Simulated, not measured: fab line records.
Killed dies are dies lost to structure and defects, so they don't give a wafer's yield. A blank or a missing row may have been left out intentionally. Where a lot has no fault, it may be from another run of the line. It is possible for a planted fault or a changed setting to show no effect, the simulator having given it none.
Code-filled problem report in 8D (eight disciplines) form	flow ritCmos	the parts of the form that need people (team, actions taken, sign-off) are left out

## 1. THE PROBLEM
Mean SPACER_NITRIDE_THK at RIT_SPACER_THK_MEAS_04: 333.2 nm over 6 wafers in 2 lots; fault-free wafers: 247.8 nm, standard deviation 2.6. Relative to the usual mean, that is a shift of +33 standard deviations.
Earliest sighting: wafer L305.1 on filmMetro-04 at day 5 21:46. The record has a number at this step for 39 wafers belonging to 13 lots. By rule, "out" or "out of limits" means more than 4 standard deviations away from the usual mean. All remaining wafers that have a number are taken as sound.

## 2. WHAT IT IS, WHAT IT ISN'T
question	is	is not
which readings at this step	SPACER_NITRIDE_THK	-
which lots	L305, L306	L291, L292, L293, L294, L295, L296, L297, L298, L302, L309, L310
which wafers of those lots	all that have a number	-
read on which gauges	filmMetro-01, filmMetro-04	filmMetro-02
when	from day 5 21:46	up to then (27 sound wafers); but 6 sound wafers of L309, L310 came after

## 3. SUSPECTS, AND WHAT RULES EACH OUT
Counting: a tool at a process step up to the reading stays a suspect if it ran every lot that is out and no sound lot after the first of them.
- ruled out: the gauge at RIT_SPACER_THK_MEAS_04. 2 gauges (filmMetro-01, filmMetro-04) read the wafers that are out.
- lpcvd-02 at RIT_SPACER_CVD_03 (deposits Si3N4 from SiH2Cl2/NH3, target thk 250 nm, time 3300 s): kept. It ran every lot that is out, first L305 (day 5 19:51), and no sound lot after that; its last sound lot up to then is L302 (day 5 02:34). Its own readings are out on those wafers: nh3FlowSccm.
Remaining after the count: lpcvd-02 at RIT_SPACER_CVD_03.

## 4. THE CAUSE (what the simulator had put in)
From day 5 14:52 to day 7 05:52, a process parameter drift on lpcvd-02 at RIT_SPACER_CVD_03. A move of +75 in setting nh3FlowSccm, from 150. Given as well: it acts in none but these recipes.
This tool alone remained once counting was done.

## 5. THE CHAIN OF EFFECTS, in route order
Each row: a reading whose mean over the struck wafers that have a number lies more than 3 standard deviations from the usual. Scope: only readings with a usual standard deviation given in the record; hours: median across lots of the time from each lot's start at the first step in this table that gives one to its start at this step; sigmas: change in usual standard deviations.
hours	step	reading	usual	on struck wafers	change	sigmas
0	RIT_SPACER_CVD_03	nh3FlowSccm	150.0 sccm	225.1	+75.1	+99 or more
2	RIT_SPACER_THK_MEAS_04	SPACER_NITRIDE_THK	247.8 nm	333.2	+85.4	+33
5	RIT_SPACER_ETCHBACK_05	oesProductAu	0.839 a.u.	1.000	+0.161	+8.9
Process steps it contains:
- RIT_SPACER_CVD_03: deposits Si3N4 from SiH2Cl2/NH3, target thk 250 nm, time 3300 s.
- RIT_SPACER_ETCHBACK_05: etches Si3N4 in SF6/CHF3, stops on SiO2, target depth 250 nm, time 240 s.

## 6. HOW IT WOULD HAVE BEEN CAUGHT EARLIER
The first out-of-limits reading at a measuring or inspecting step in this record came at day 5 21:46, 7 hours after the fault's start at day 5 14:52.
Tool's own readings at RIT_SPACER_CVD_03, nh3FlowSccm: out on all struck wafers the step has rows for; an alarm limit on them would have tripped on the first.
Among the 2 lots that are out, L306 began RIT_SPACER_CVD_03 on lpcvd-02 after day 5 21:46. A tool hold placed at that time would have kept it from harm.
